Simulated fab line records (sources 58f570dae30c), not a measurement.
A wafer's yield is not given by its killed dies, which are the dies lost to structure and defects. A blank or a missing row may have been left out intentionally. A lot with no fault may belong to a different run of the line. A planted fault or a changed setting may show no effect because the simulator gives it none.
The tool behind it: which one? :: flow berkeley-cmos170 :: 14 lots with 42 wafers sampled at 4 steps, on a route of 331 steps

== WHAT EACH GAUGE READ, for each wafer ==
UCB170_FIELD_THK_MEAS_02.
lot: L939
measured: day 4 13:32
on: film-metro-04
FIELD_OXIDE_THK (nm): 569 563 567

lot: L940
measured: day 4 14:52
on: film-metro-01
FIELD_OXIDE_THK (nm): 546 554 543

lot: L942
measured: day 5 03:00
on: film-metro-01
FIELD_OXIDE_THK (nm): 556 548 559

lot: L945
measured: day 6 02:31
on: film-metro-01
FIELD_OXIDE_THK (nm): 574 577 569

lot: L947
measured: day 6 02:25
on: film-metro-01
FIELD_OXIDE_THK (nm): 558 556 558

lot: L948
measured: day 6 02:25
on: film-metro-04
FIELD_OXIDE_THK (nm): 543 541 534

lot: L950
measured: day 6 10:34
on: film-metro-02
FIELD_OXIDE_THK (nm): 555 554 549

lot: L951
measured: day 6 17:38
on: film-metro-01
FIELD_OXIDE_THK (nm): 576 571 576

lot: L952
measured: day 6 20:38
on: film-metro-01
FIELD_OXIDE_THK (nm): 587 586 581

lot: L953
measured: day 7 04:22
on: film-metro-04
FIELD_OXIDE_THK (nm): 543 549 560

lot: L954
measured: day 7 22:55
on: film-metro-01
FIELD_OXIDE_THK (nm): 877 888 882

lot: L955
measured: day 7 22:46
on: film-metro-04
FIELD_OXIDE_THK (nm): 838 833 844

lot: L956
measured: day 7 19:28
on: film-metro-02
FIELD_OXIDE_THK (nm): 565 559 571

lot: L962
measured: day 9 02:57
on: film-metro-04
FIELD_OXIDE_THK (nm): 581 582 576

UCB170_FIELD_THK_MEAS_90.
lot: L939
measured: day 4 21:00
on: film-metro-04
FIELD_OXIDE_LEFT_1_THK (nm): 453 446 450

lot: L940
measured: day 4 21:01
on: film-metro-01
FIELD_OXIDE_LEFT_1_THK (nm): 431 439 427

lot: L942
measured: day 5 10:49
on: film-metro-04
FIELD_OXIDE_LEFT_1_THK (nm): 441 433 443

lot: L945
measured: day 6 09:08
on: film-metro-04
FIELD_OXIDE_LEFT_1_THK (nm): 456 460 451

lot: L947
measured: day 6 08:34
on: film-metro-04
FIELD_OXIDE_LEFT_1_THK (nm): 442 441 442

lot: L948
measured: day 6 09:06
on: film-metro-01
FIELD_OXIDE_LEFT_1_THK (nm): 426 424 417

lot: L950
measured: day 6 16:53
on: film-metro-04
FIELD_OXIDE_LEFT_1_THK (nm): 437 436 431

lot: L951
measured: day 7 02:05
on: film-metro-04
FIELD_OXIDE_LEFT_1_THK (nm): 460 455 460

lot: L952
measured: day 7 02:04
on: film-metro-01
FIELD_OXIDE_LEFT_1_THK (nm): 469 469 463

lot: L953
measured: day 7 11:28
on: film-metro-01
FIELD_OXIDE_LEFT_1_THK (nm): 427 432 443

lot: L954
measured: day 8 05:41
on: film-metro-02
FIELD_OXIDE_LEFT_1_THK (nm): 761 772 765

lot: L955
measured: day 8 05:40
on: film-metro-01
FIELD_OXIDE_LEFT_1_THK (nm): 722 717 727

lot: L956
measured: day 8 02:14
on: film-metro-04
FIELD_OXIDE_LEFT_1_THK (nm): 449 443 455

lot: L962
measured: day 9 11:31
on: film-metro-02
FIELD_OXIDE_LEFT_1_THK (nm): 464 465 459

UCB170_FIELD_THK_MEAS_91.
lot: L939
measured: day 5 14:45
on: film-metro-02
FIELD_OXIDE_LEFT_2_THK (nm): 364 358 362

lot: L940
measured: day 5 13:35
on: film-metro-01
FIELD_OXIDE_LEFT_2_THK (nm): 342 350 338

lot: L942
measured: day 6 00:50
on: film-metro-01
FIELD_OXIDE_LEFT_2_THK (nm): 352 344 355

lot: L945
measured: day 6 21:53
on: film-metro-01
FIELD_OXIDE_LEFT_2_THK (nm): 367 371 363

lot: L947
measured: day 6 20:52
on: film-metro-02
FIELD_OXIDE_LEFT_2_THK (nm): 354 353 354

lot: L948
measured: day 6 21:22
on: film-metro-01
FIELD_OXIDE_LEFT_2_THK (nm): 336 335 328

lot: L950
measured: day 7 09:42
on: film-metro-04
FIELD_OXIDE_LEFT_2_THK (nm): 349 348 343

lot: L951
measured: day 7 16:20
on: film-metro-02
FIELD_OXIDE_LEFT_2_THK (nm): 373 366 372

lot: L952
measured: day 7 17:48
on: film-metro-04
FIELD_OXIDE_LEFT_2_THK (nm): 381 381 375

lot: L953
measured: day 8 04:14
on: film-metro-02
FIELD_OXIDE_LEFT_2_THK (nm): 339 344 355

lot: L954
measured: day 8 18:54
on: film-metro-02
FIELD_OXIDE_LEFT_2_THK (nm): 673 684 677

lot: L955
measured: day 8 19:36
on: film-metro-02
FIELD_OXIDE_LEFT_2_THK (nm): 634 630 639

lot: L956
measured: day 8 18:10
on: film-metro-01
FIELD_OXIDE_LEFT_2_THK (nm): 361 355 366

lot: L962
measured: day 10 00:25
on: film-metro-01
FIELD_OXIDE_LEFT_2_THK (nm): 376 377 370

== TOOL THAT RAN EACH LOT (tool first, then ch and the chambers of the sampled wafers, then the start) ==
lot: L939
UCB170_FIELD_OXIDATION_01: furnace-03 ch 0, day 4 10:32

lot: L940
UCB170_FIELD_OXIDATION_01: furnace-04 ch 0, day 4 11:51

lot: L942
UCB170_FIELD_OXIDATION_01: furnace-03 ch 0, day 4 23:59

lot: L945
UCB170_FIELD_OXIDATION_01: furnace-03 ch 0, day 5 23:22

lot: L947
UCB170_FIELD_OXIDATION_01: furnace-03 ch 0, day 5 23:22

lot: L948
UCB170_FIELD_OXIDATION_01: furnace-03 ch 0, day 5 23:22

lot: L950
UCB170_FIELD_OXIDATION_01: furnace-03 ch 0, day 6 07:34

lot: L951
UCB170_FIELD_OXIDATION_01: furnace-02 ch 0, day 6 14:37

lot: L952
UCB170_FIELD_OXIDATION_01: furnace-02 ch 0, day 6 17:37

lot: L953
UCB170_FIELD_OXIDATION_01: furnace-04 ch 0, day 7 01:21

lot: L954
UCB170_FIELD_OXIDATION_01: furnace-03 ch 0, day 7 16:28 and furnace-04 ch 0, day 7 19:46

lot: L955
UCB170_FIELD_OXIDATION_01: furnace-03 ch 0, day 7 16:28 and furnace-04 ch 0, day 7 19:46

lot: L956
UCB170_FIELD_OXIDATION_01: furnace-03 ch 0, day 7 16:28

lot: L962
UCB170_FIELD_OXIDATION_01: furnace-02 ch 0, day 8 23:56
- UCB170_FIELD_OXIDATION_01: target thk 558.3 nm, ox time 7200 s.

== AS READ BY THE TOOLS THEMSELVES (means over the sampled wafers that have a number; for cases with no such wafer, the mark the record gives instead) ==
The record holds no such reading with a usual standard deviation.

== THE ANSWER, worked out from the rows above alone ==
Rule: what is usual is taken from the lots themselves. The widest of any qualifying gaps counts: lots, ordered by their means at a reading, are off when they make up no more than a third of the lots, leave a main group of 4 or more, and stand apart from it by 3 or more times the standard deviation of that group's means. A main group is skipped when, at the precision printed for the reading in the tables above, its means are all equal. Also off: a lot with no number at a reading for which 4 or more lots have one. Where the step has rows for the other lots, those lots are counted as sound. The gauges are gone through in route order, then the tools' own readings, and for those a lot's mean is taken as printed above. The first step at which some lot is off is used, and at that step the reading that is off furthest; a lot without a number counts as furthest.
Off: L954, L955, at UCB170_FIELD_THK_MEAS_02 (FIELD_OXIDE_THK). Mean 562 nm and standard deviation 13 in the main group.
If a tool, at a process step before that reading, ran all the lots that are off and no sound lot after the first of them, it fits. The gauges at UCB170_FIELD_THK_MEAS_02 aren't tried: what is off there is off at UCB170_FIELD_THK_MEAS_91 too, on other tools, and a gauge's error can't cause that. Can't be told from this: 2 tools fit, furnace-03 at UCB170_FIELD_OXIDATION_01, furnace-04 at UCB170_FIELD_OXIDATION_01.

== WHAT THE SIMULATOR PUT IN ==
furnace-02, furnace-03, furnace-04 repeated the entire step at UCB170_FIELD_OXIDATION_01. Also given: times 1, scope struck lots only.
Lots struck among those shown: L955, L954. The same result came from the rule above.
